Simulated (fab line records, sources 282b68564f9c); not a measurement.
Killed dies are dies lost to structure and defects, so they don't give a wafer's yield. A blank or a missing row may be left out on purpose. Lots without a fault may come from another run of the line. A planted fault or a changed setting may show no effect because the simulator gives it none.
Which tool did it? | flow rit_cmos | 14 lots, 42 wafers sampled, at 1 step of a route of 202

WHAT THE GAUGES READ, wafer by wafer
The record holds no reading of a measuring or inspecting step that can be judged against a usual standard deviation.

WHICH TOOL RAN EACH LOT (tool, then ch and the chambers of the sampled wafers, then the start)
lot  | RIT_NSD_SOFTBAKE_02
L327 | litho_track-03 ch 0, day 2 22:29
L328 | litho_track-03 ch 0, day 3 03:59
L329 | litho_track-04 ch 0, day 3 07:58
L331 | litho_track-02 ch 0, day 3 17:47
L333 | litho_track-03 ch 0, day 4 04:35
L334 | litho_track-03 ch 0, day 4 09:00
L338 | litho_track-04 ch 0, day 5 04:43
L339 | litho_track-04 ch 0, day 5 11:44
L341 | litho_track-04 ch 0, day 5 20:50
L345 | litho_track-03 ch 0, day 6 16:44
L346 | litho_track-02 ch 0, day 6 20:56
L347 | litho_track-03 ch 0, day 7 02:53
L348 | litho_track-02 ch 0, day 7 07:34
L350 | litho_track-03 ch 0, day 7 18:39
- RIT_NSD_SOFTBAKE_02: time 60 s.

WHAT THE TOOLS THEMSELVES READ (means of the sampled wafers that have a number; where no wafer has one, the mark that the record gives instead)
RIT_NSD_SOFTBAKE_02. Usual: heater_power_total_W 34.57 W, standard deviation 0.053; plate_temp_C 90.01 C, standard deviation 0.13.
lot  | tool           | heater_power_total_W (W) | plate_temp_C (C) | flag
L327 | litho_track-03 | 34.59                    | 90.22            |
L328 | litho_track-03 | 34.52                    | 90.11            |
L329 | litho_track-04 | 34.57                    | 90.02            |
L331 | litho_track-02 | 34.56                    | 90.08            |
L333 | litho_track-03 | 33.30                    | 87.64            | OFF
L334 | litho_track-03 | 33.25                    | 87.80            | OFF
L338 | litho_track-04 | 34.55                    | 89.92            |
L339 | litho_track-04 | 34.52                    | 89.89            |
L341 | litho_track-04 | 34.56                    | 89.95            |
L345 | litho_track-03 | 34.60                    | 89.83            |
L346 | litho_track-02 | 34.57                    | 90.09            |
L347 | litho_track-03 | 34.55                    | 89.86            |
L348 | litho_track-02 | 34.57                    | 89.89            |
L350 | litho_track-03 | 34.58                    | 90.06            |

THE ANSWER, worked out from the rows above alone
Rule: a lot is off if the mean of its wafers that have a number lies more than 3 standard deviations from the usual mean. A lot without any number at a reading at which 4 lots or more have one is off too. The other lots that the step has rows for count as sound. The gauges are gone through in route order, then the tools' own readings, and for those a lot's mean is taken as printed above. The first step at which some lot is off is used, and at that step the reading that is off furthest; a lot without a number counts as furthest.
Off: L333, L334, at RIT_NSD_SOFTBAKE_02 (heater_power_total_W).
A tool fits if, at that step or a process step before it, it ran every lot that is off, and no sound lot after the first of them. None of those tried fits.

WHAT THE SIMULATOR HAD PUT IN
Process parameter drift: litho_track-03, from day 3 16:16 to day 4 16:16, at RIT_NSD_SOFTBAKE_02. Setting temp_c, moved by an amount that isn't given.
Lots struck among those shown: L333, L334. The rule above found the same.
